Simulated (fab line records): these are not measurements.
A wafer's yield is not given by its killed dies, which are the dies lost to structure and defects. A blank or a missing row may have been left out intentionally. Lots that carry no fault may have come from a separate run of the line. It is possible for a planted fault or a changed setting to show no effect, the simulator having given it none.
What tool caused it? / flow ritCmos / Sampling: 14 lots, 42 wafers, 2 of 202 route steps

== WHAT THE GAUGES SHOWED, per wafer ==
The record lacks any reading of a measuring or inspecting step that a usual standard deviation could be used to judge.

== WHICH TOOL RAN EACH LOT (tool, then ch and the chambers of the sampled wafers, then the start) ==
lot=L179; RIT_PLDD_SOFTBAKE_02=lithoTrack-03 ch 0, day 2 23:06; RIT_M1_PROBE_99=-
lot=L180; RIT_PLDD_SOFTBAKE_02=lithoTrack-03 ch 0, day 3 04:59; RIT_M1_PROBE_99=-
lot=L183; RIT_PLDD_SOFTBAKE_02=lithoTrack-02 ch 0, day 4 00:13; RIT_M1_PROBE_99=-
lot=L184; RIT_PLDD_SOFTBAKE_02=lithoTrack-01 ch 0, day 4 05:10; RIT_M1_PROBE_99=prober-02, day 4 19:44
lot=L185; RIT_PLDD_SOFTBAKE_02=lithoTrack-02 ch 0, day 4 11:58; RIT_M1_PROBE_99=prober-01, day 5 02:25
lot=L186; RIT_PLDD_SOFTBAKE_02=lithoTrack-03 ch 0, day 4 16:52; RIT_M1_PROBE_99=-
lot=L190; RIT_PLDD_SOFTBAKE_02=lithoTrack-02 ch 0, day 5 07:09; RIT_M1_PROBE_99=prober-02, day 5 21:59
lot=L193; RIT_PLDD_SOFTBAKE_02=lithoTrack-02 ch 0, day 6 00:09; RIT_M1_PROBE_99=-
lot=L196; RIT_PLDD_SOFTBAKE_02=lithoTrack-03 ch 0, day 6 12:50; RIT_M1_PROBE_99=prober-02, day 7 03:33
lot=L197; RIT_PLDD_SOFTBAKE_02=lithoTrack-01 ch 0, day 6 17:36; RIT_M1_PROBE_99=-
lot=L198; RIT_PLDD_SOFTBAKE_02=lithoTrack-01 ch 0, day 6 19:47; RIT_M1_PROBE_99=-
lot=L199; RIT_PLDD_SOFTBAKE_02=lithoTrack-01 ch 0, day 7 02:59; RIT_M1_PROBE_99=-
lot=L200; RIT_PLDD_SOFTBAKE_02=lithoTrack-03 ch 0, day 7 07:40; RIT_M1_PROBE_99=-
lot=L201; RIT_PLDD_SOFTBAKE_02=lithoTrack-03 ch 0, day 7 10:13; RIT_M1_PROBE_99=-
- RIT_PLDD_SOFTBAKE_02: time 60 s.
- RIT_M1_PROBE_99

== WHAT THE TOOLS THEMSELVES READ (means of the sampled wafers that have a number; where no wafer has one, the mark that the record gives instead) ==
RIT_PLDD_SOFTBAKE_02. Usual: heaterPowerTotalW 34.56 W, standard deviation 0.05; plateTempC 89.99 C, standard deviation 0.14; runLengthS 89.06 s, standard deviation 0.12.
lot=L179; tool=lithoTrack-03; heaterPowerTotalW (W)=34.59; plateTempC (C)=89.88; runLengthS (s)=89.10; flag=
lot=L180; tool=lithoTrack-03; heaterPowerTotalW (W)=34.57; plateTempC (C)=89.85; runLengthS (s)=89.12; flag=
lot=L183; tool=lithoTrack-02; heaterPowerTotalW (W)=34.59; plateTempC (C)=90.05; runLengthS (s)=88.94; flag=
lot=L184; tool=lithoTrack-01; heaterPowerTotalW (W)=34.53; plateTempC (C)=90.16; runLengthS (s)=89.00; flag=
lot=L185; tool=lithoTrack-02; heaterPowerTotalW (W)=34.61; plateTempC (C)=89.87; runLengthS (s)=89.11; flag=
lot=L186; tool=lithoTrack-03; heaterPowerTotalW (W)=34.60; plateTempC (C)=89.95; runLengthS (s)=89.09; flag=
lot=L190; tool=lithoTrack-02; heaterPowerTotalW (W)=35.60; plateTempC (C)=-; runLengthS (s)=83.03; flag=OFF
lot=L193; tool=lithoTrack-02; heaterPowerTotalW (W)=35.58; plateTempC (C)=-; runLengthS (s)=82.94; flag=OFF
lot=L196; tool=lithoTrack-03; heaterPowerTotalW (W)=34.61; plateTempC (C)=90.05; runLengthS (s)=89.02; flag=
lot=L197; tool=lithoTrack-01; heaterPowerTotalW (W)=34.55; plateTempC (C)=90.00; runLengthS (s)=89.05; flag=
lot=L198; tool=lithoTrack-01; heaterPowerTotalW (W)=34.58; plateTempC (C)=90.00; runLengthS (s)=89.04; flag=
lot=L199; tool=lithoTrack-01; heaterPowerTotalW (W)=34.53; plateTempC (C)=90.00; runLengthS (s)=89.22; flag=
lot=L200; tool=lithoTrack-03; heaterPowerTotalW (W)=34.58; plateTempC (C)=90.04; runLengthS (s)=89.18; flag=
lot=L201; tool=lithoTrack-03; heaterPowerTotalW (W)=34.59; plateTempC (C)=89.97; runLengthS (s)=89.07; flag=

RIT_M1_PROBE_99. Usual: killed_at_M0_to_M3 0.0, standard deviation 0.083; killedAtContacts 0.1, standard deviation 0.36; killedAtFrontEnd 7, standard deviation 3.1; killedDies 7, standard deviation 3.1; killedOpen 3.6, standard deviation 2.1; killedShort 3.2, standard deviation 1.9.
lot=L184 tool=prober-02 killed_at_M0_to_M3=0.0 killedAtContacts=0.0 killedAtFrontEnd=7 killedDies=7 killedOpen=4.0 killedShort=2.7 flag=
lot=L185 tool=prober-01 killed_at_M0_to_M3=0.0 killedAtContacts=0.0 killedAtFrontEnd=7 killedDies=7 killedOpen=3.7 killedShort=3.7 flag=
lot=L190 tool=prober-02 killed_at_M0_to_M3=0.0 killedAtContacts=0.0 killedAtFrontEnd=7 killedDies=7 killedOpen=4.0 killedShort=2.7 flag=
lot=L196 tool=prober-02 killed_at_M0_to_M3=0.0 killedAtContacts=0.0 killedAtFrontEnd=10 killedDies=10 killedOpen=5.7 killedShort=4.0 flag=

== THE ANSWER, worked out from the rows above alone ==
Rule: take the mean of a lot's wafers that have a number; if it is more than 3 standard deviations from the usual mean, the lot is off. Also off: a lot with no number at a reading for which 4 or more lots have one. The other lots that the step has rows for count as sound. The gauges are gone through in route order, then the tools' own readings, and for those a lot's mean is taken as printed above. The first step at which some lot is off is used, and at that step the reading that is off furthest; a lot without a number counts as furthest.
Off at RIT_PLDD_SOFTBAKE_02 (plateTempC): L190, L193. Without a number there: L190, L193.
A tool fits if, at that step or a process step before it, it ran every lot that is off, and no sound lot after the first of them. One fits: RIT_PLDD_SOFTBAKE_02 on lithoTrack-02. Its last sound lot is L185 (day 4 11:58), its first lot that is off L190 (day 5 07:09): a fault that began between those two fits.
The tool's own readings at RIT_PLDD_SOFTBAKE_02 bear it out: on the lots that are off they differ by more than 5 times the standard deviation of the sound lots' means. heaterPowerTotalW reads 35.59 W there against 34.58 W on the sound lots; runLengthS reads 82.98 s there against 89.08 s on the sound lots.
Blank at RIT_PLDD_SOFTBAKE_02 on the lots that are off, where sound lots have numbers: plateTempC.

== WHAT THE SIMULATOR HAD INSERTED ==
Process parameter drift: lithoTrack-02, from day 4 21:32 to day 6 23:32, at RIT_PLDD_SOFTBAKE_02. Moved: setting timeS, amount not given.
Struck lots among those shown: L190, L193. The rule above found the same.
